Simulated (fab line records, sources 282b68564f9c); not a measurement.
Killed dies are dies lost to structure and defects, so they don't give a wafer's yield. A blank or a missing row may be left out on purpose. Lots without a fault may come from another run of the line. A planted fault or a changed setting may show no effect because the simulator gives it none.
Problem report in the 8D (eight disciplines) form, filled by code | flow rit_cmos | the parts of the form that need people (team, actions taken, sign-off) are left out

1. THE PROBLEM
rf_fwd_power_W at RIT_CONTACT_ETCH_11 reads a mean of 299.4 W on 9 wafers of 3 lots; wafers without a fault read 199.6 W with a standard deviation of 0.62. That is +99 or more standard deviations from the usual mean.
The step: etches SiO2 in CHF3/CF4/Ar, stops on TiSi2, target depth 480 nm, time 320 s.
First seen on wafer L829.3, day 6 05:19, on rie_diel-01. The record holds 45 wafers of 15 lots with a number at this step. Rule for "out", or "out of limits": more than 4 standard deviations from the usual mean. The other wafers with a number count as sound.

2. WHAT IT IS AND WHAT IT IS NOT
question                    | is                     | is not
which readings at this step | rf_fwd_power_W         | mfc_ar_sccm, oes_product_au, throttle_valve_pct
which lots                  | L828, L829, L833       | L820, L821, L822, L823, L824, L826, L827, L831, L834, L835, L841, L842
which wafers of those lots  | all that have a number | -
read on which tools         | rie_diel-01            | rie_diel-02, rie_diel-04
when                        | from day 6 05:19       | up to then (21 sound wafers); but 15 sound wafers of L831, L834, L835, L841, L842 came after

3. SUSPECTS, AND WHAT RULES EACH OUT
Counting: a tool at a process step up to the reading stays a suspect if it ran every lot that is out and no sound lot after the first of them.
- rie_diel-01 at RIT_CONTACT_ETCH_11 (etches SiO2 in CHF3/CF4/Ar, stops on TiSi2, target depth 480 nm, time 320 s): kept. It ran every lot that is out, first L829 (day 6 05:19), and no sound lot after that; its last sound lot up to then is L826 (day 6 00:39). Its own readings are out on those wafers: rf_fwd_power_W.
Left after counting: rie_diel-01 at RIT_CONTACT_ETCH_11.

4. THE CAUSE (what the simulator had put in)
Process parameter drift: rie_diel-01, from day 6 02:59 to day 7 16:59, at RIT_CONTACT_ETCH_11. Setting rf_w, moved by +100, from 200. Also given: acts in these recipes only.
Counting left only this tool.

5. THE CHAIN OF EFFECTS, in route order
Each row: a reading whose mean over the struck wafers that have a number lies more than 3 standard deviations from the usual. Only readings for which the record gives a usual standard deviation are gone through. hours: the time from each lot's start at the first step in this table that gives one to its start at this step, as a median over the lots. sigmas: the change in usual standard deviations.
hours | step                | reading        | usual   | on struck wafers | change | sigmas
0     | RIT_CONTACT_ETCH_11 | rf_fwd_power_W | 199.6 W | 299.4            | +99.8  | +99 or more
The process steps in it:
- RIT_CONTACT_ETCH_11: etches SiO2 in CHF3/CF4/Ar, stops on TiSi2, target depth 480 nm, time 320 s.

6. WHAT WOULD HAVE CAUGHT IT SOONER
In this record the first reading out of limits was taken at day 6 05:19, 2 hours after the fault began at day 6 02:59.
